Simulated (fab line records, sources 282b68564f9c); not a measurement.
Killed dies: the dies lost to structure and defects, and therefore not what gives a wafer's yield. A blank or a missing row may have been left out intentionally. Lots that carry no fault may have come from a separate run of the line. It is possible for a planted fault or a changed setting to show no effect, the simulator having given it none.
Lot-split experiment + flow rit_cmos + 5 lots, 23 wafers read, on a route of 202 steps

## THE SPLIT
At RIT_NWELL_COAT_01 (resist thk 1300 nm), the setting resist_thk_nm was moved away from the recipe's 1300 nm on 6 of the 23 wafers read, by -2.6%. The other wafers ran this setting at the recipe's value.

## FROM THE SPLIT TO THE READING: what the file shows between them, 3 steps
- RIT_NWELL_SOFTBAKE_02: time 60 s
- RIT_NWELL_EXPOSE_03: exposes mask M2, target cd 43900 nm
- RIT_NWELL_DEVELOP_05: develop time 68 s

## THE READING
NOVOLAK_of_NWELL_COAT_01.thk_nm (the simulator's own value, which no gauge read), in nm, at RIT_NWELL_HARDBAKE_07 (time 120 s). The file does not state a usual value for it. Across the 17 wafers here that went through the recipe, the average is 1136 nm and the standard deviation 2.5 nm.

| wafer  | tool, chamber at the split | resist_thk_nm as run, nm | against the recipe | NOVOLAK_of_NWELL_COAT_01.thk_nm, nm | against lot-mates on the recipe |
|--------|----------------------------|--------------------------|--------------------|-------------------------------------|---------------------------------|
| L075.1 | litho_track-01, 0          | 1266                     | -2.6%              | 1112                                | -28                             |
| L075.2 | litho_track-01, 0          | 1266                     | -2.6%              | 1110                                | -30                             |
| L075.4 | litho_track-01, 0          | 1300                     | recipe             | 1140                                | -                               |
| L075.5 | litho_track-01, 0          | 1266                     | -2.6%              | 1109                                | -30                             |
| L075.6 | litho_track-01, 0          | 1300                     | recipe             | 1139                                | -                               |
| L076.2 | litho_track-04, 0          | 1300                     | recipe             | 1133                                | -                               |
| L076.3 | litho_track-04, 0          | 1300                     | recipe             | 1133                                | -                               |
| L076.4 | litho_track-04, 0          | 1300                     | recipe             | 1133                                | -                               |
| L076.5 | litho_track-04, 0          | 1300                     | recipe             | 1135                                | -                               |
| L076.6 | litho_track-04, 0          | 1300                     | recipe             | 1134                                | -                               |
| L077.1 | litho_track-03, 0          | 1266                     | -2.6%              | 1106                                | -32                             |
| L077.2 | litho_track-03, 0          | 1300                     | recipe             | 1138                                | -                               |
| L077.3 | litho_track-03, 0          | 1300                     | recipe             | 1137                                | -                               |
| L077.4 | litho_track-03, 0          | 1266                     | -2.6%              | 1107                                | -30                             |
| L077.5 | litho_track-03, 0          | 1266                     | -2.6%              | 1109                                | -28                             |
| L079.2 | litho_track-04, 0          | 1300                     | recipe             | 1132                                | -                               |
| L079.4 | litho_track-04, 0          | 1300                     | recipe             | 1133                                | -                               |
| L079.5 | litho_track-04, 0          | 1300                     | recipe             | 1135                                | -                               |
| L083.1 | litho_track-04, 0          | 1300                     | recipe             | 1136                                | -                               |
| L083.2 | litho_track-04, 0          | 1300                     | recipe             | 1140                                | -                               |
| L083.3 | litho_track-04, 0          | 1300                     | recipe             | 1134                                | -                               |
| L083.4 | litho_track-04, 0          | 1300                     | recipe             | 1137                                | -                               |
| L083.6 | litho_track-04, 0          | 1300                     | recipe             | 1135                                | -                               |

FIT RESULTS
A straight line over all 23 wafers: NOVOLAK_of_NWELL_COAT_01.thk_nm changes by +10.2 nm for each +1% of resist_thk_nm; r = +0.98; the points scatter about the line by 2.5 nm.
The same after taking each lot's own level away (the mean of its wafers on the recipe; 23 wafers): +11.3 nm for each +1%; r = +0.99; scatter 1.4 nm.
According to that fit, moving resist_thk_nm by its largest amount changes the reading by 30 nm.
Across the lots, their own levels run from 1133.3 to 1139.5 nm, a range of 2.5 times the standard deviation given above.
Thus the slope moves with the lot-to-lot level: the two fits are different.
Check: -30.1 nm against its lot-mates is what the line predicts for one of the wafers moved furthest among these (-2.6%) when that wafer is left out of the fit. It came out at -27.5 nm against them.

## OTHER SPLITS ON THESE WAFERS
Before the reading, these wafers also passed through other splits. Each is held against what the fit with the lots' levels taken away leaves over:
| other split on the same wafers   | wafers away from the commonest value | r with NOVOLAK_of_NWELL_COAT_01.thk_nm (lot level and that fit taken away) |
|----------------------------------|--------------------------------------|----------------------------------------------------------------------------|
| RIT_ACTIVE_CVD_03 temp_c         | 15                                   | +0.03                                                                      |
| RIT_ACTIVE_COAT_06 resist_thk_nm | 6                                    | -0.08                                                                      |
| RIT_ACTIVE_SOFTBAKE_07 temp_c    | 5                                    | +0.47                                                                      |
| RIT_ACTIVE_ETCH_13 time_s        | 9                                    | +0.32                                                                      |

## THE WHOLE CHAIN: every reading that the file lists as answering this split, in the file's order
| step                  | what it does       | reading                                                                          | change (the file's fit)              | r (the file's) |
|-----------------------|--------------------|----------------------------------------------------------------------------------|--------------------------------------|----------------|
| RIT_NWELL_COAT_01     | resist thk 1300 nm | NOVOLAK_of_NWELL_COAT_01.thk_nm (the simulator's own value, which no gauge read) | +13.2 nm for each +1% of the setting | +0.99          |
| RIT_NWELL_HARDBAKE_07 | time 120 s         | NOVOLAK_of_NWELL_COAT_01.thk_nm (the simulator's own value, which no gauge read) | +11.4 nm for each +1% of the setting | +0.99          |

## THE FILE'S OWN FIT
NOVOLAK_of_NWELL_COAT_01.thk_nm changes by +11.4 nm for each +1% of resist_thk_nm, r = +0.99.
